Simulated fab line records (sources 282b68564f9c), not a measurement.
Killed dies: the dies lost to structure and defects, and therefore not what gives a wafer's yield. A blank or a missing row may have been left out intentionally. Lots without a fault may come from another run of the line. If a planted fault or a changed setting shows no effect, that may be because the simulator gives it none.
Problem report in the 8D (eight disciplines) form, filled by code || flow rit_cmos || the parts of the form that need people (team, actions taken, sign-off) are left out

## 1. PROBLEM STATEMENT
Across 9 wafers from 3 lots, CONTACT_OVL at RIT_CONTACT_OVL_MEAS_09 averages 238.6 nm, while fault-free wafers read -0.5 nm with a standard deviation of 1.6. That is +99 or more standard deviations from the usual mean.
First seen on wafer L327.1, day 6 12:53, on overlay-01. The record has a number at this step for 45 wafers belonging to 15 lots. Rule for "out" (also "out of limits"): further than 4 standard deviations from the usual mean. All remaining wafers that have a number are taken as sound.

## 2. WHAT IT IS, WHAT IT ISN'T
{"question": "which readings at this step", "is": "CONTACT_OVL", "is not": "-"}
{"question": "which lots", "is": "L327, L329, L330", "is not": "L315, L316, L317, L318, L319, L320, L321, L322, L333, L335, L336, L338"}
{"question": "which wafers of those lots", "is": "all that have a number", "is not": "-"}
{"question": "read on which gauges", "is": "overlay-01, overlay-02", "is not": "-"}
{"question": "when", "is": "from day 6 12:53", "is not": "up to then (24 sound wafers); but 12 sound wafers of L333, L335, L336, L338 came after"}

## 3. THE SUSPECTS, EACH WITH WHAT RULES IT OUT
Counting: a tool stays on the suspect list if, at a process step up to the reading, it processed all lots that are out and no sound lot following the first of them.
- the gauge at RIT_CONTACT_OVL_MEAS_09 has been ruled out. 2 gauges (overlay-01, overlay-02) read the wafers that are out.
- iline_stepper-02 at RIT_CONTACT_EXPOSE_05 (exposes mask M11, target cd 1000 nm): kept. Every lot that is out went through it, starting with L327 (day 6 12:15), and after that it ran no sound lot; the last sound lot it ran before then is L318 (day 3 21:04).
Left after counting: iline_stepper-02 at RIT_CONTACT_EXPOSE_05.

## 4. THE CAUSE (what the simulator had put in)
Scanner matching overlay: iline_stepper-02, from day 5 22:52 on, at RIT_CONTACT_EXPOSE_05. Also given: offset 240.
Only this tool survived the counting.

## 5. THE EFFECT CHAIN, in route order
One row per reading whose mean, taken over the struck wafers that have a number, lies over 3 standard deviations from the usual. Readings are gone through only where the record gives a usual standard deviation; hours: the median, over the lots, of the time from a lot's start at the first step in this table giving one to that lot's start at this step; sigmas: the change measured in usual standard deviations.
{"hours": 0, "step": "RIT_CONTACT_OVL_MEAS_09", "reading": "CONTACT_OVL", "usual": "-0.5 nm", "on struck wafers": 238.6, "change": "+239.1", "sigmas": "+99 or more"}

## 6. WHAT WOULD HAVE CAUGHT IT SOONER
14 hours passed between the start of the fault at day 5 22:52 and the first reading out of limits at a measuring or inspecting step in this record, taken at day 6 12:53.
Of the lots that are out (3), L330, L329 began RIT_CONTACT_EXPOSE_05 on iline_stepper-02 after day 6 12:53. A hold on the tool at that time would have spared those 2.
